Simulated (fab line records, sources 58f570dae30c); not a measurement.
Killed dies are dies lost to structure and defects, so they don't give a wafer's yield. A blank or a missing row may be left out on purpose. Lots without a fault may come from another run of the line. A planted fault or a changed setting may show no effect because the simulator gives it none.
Which tool did it? | flow berkeley_cmos170 | 7 lots, 21 wafers sampled, at 2 steps of a route of 331

WHAT THE GAUGES READ, wafer by wafer
UCB170_V2_CD_MEAS_12: target cd 700 nm.
lot  | measured     | on        | cd_nm (nm)
L623 | day 9 05:44  | cd_sem-01 | 699.8 699.1 701.0
L625 | day 10 03:49 | cd_sem-01 | 700.1 700.5 700.7
L627 | day 10 09:47 | cd_sem-02 | 701.5 700.9 702.2
L631 | day 11 06:17 | cd_sem-02 | 698.8 698.4 699.8
L635 | day 12 11:50 | cd_sem-02 | 699.5 701.1 701.0
L637 | day 12 20:02 | cd_sem-01 | 701.2 701.1 702.4
L643 | day 14 09:35 | cd_sem-02 | 700.5 700.1 700.1

WHICH TOOL RAN EACH LOT (tool, then ch and the chambers of the sampled wafers, then the start)
lot  | UCB170_NLDD_STRIP_10
L623 | plasma_asher-04 ch 0,1, day 7 23:56
L625 | plasma_asher-04 ch 0,1, day 8 18:03
L627 | plasma_asher-04 ch 0,1, day 9 04:11
L631 | plasma_asher-03 ch 0,1, day 9 22:10
L635 | plasma_asher-03 ch 0, day 11 03:55
L637 | plasma_asher-03 ch 1, day 11 15:36
L643 | plasma_asher-02 ch 0,1, day 12 18:10
- UCB170_NLDD_STRIP_10: strips in O2.

THE ANSWER, worked out from the rows above alone
Rule: what is usual is taken from the lots themselves. Put in order of their means at a reading, lots are off if they are a third of the lots or fewer, leave a main group of 4 or more, and stand apart from it by a gap of 3 or more times the standard deviation of the main group's means; of several such gaps the widest counts. A main group whose means are all the same, to the digits that the tables above print for the reading, isn't used. A lot without any number at a reading at which 4 lots or more have one is off too. The other lots that the step has rows for count as sound.
No lot is off at any reading shown: from this, nothing can be told.

WHAT THE SIMULATOR HAD PUT IN
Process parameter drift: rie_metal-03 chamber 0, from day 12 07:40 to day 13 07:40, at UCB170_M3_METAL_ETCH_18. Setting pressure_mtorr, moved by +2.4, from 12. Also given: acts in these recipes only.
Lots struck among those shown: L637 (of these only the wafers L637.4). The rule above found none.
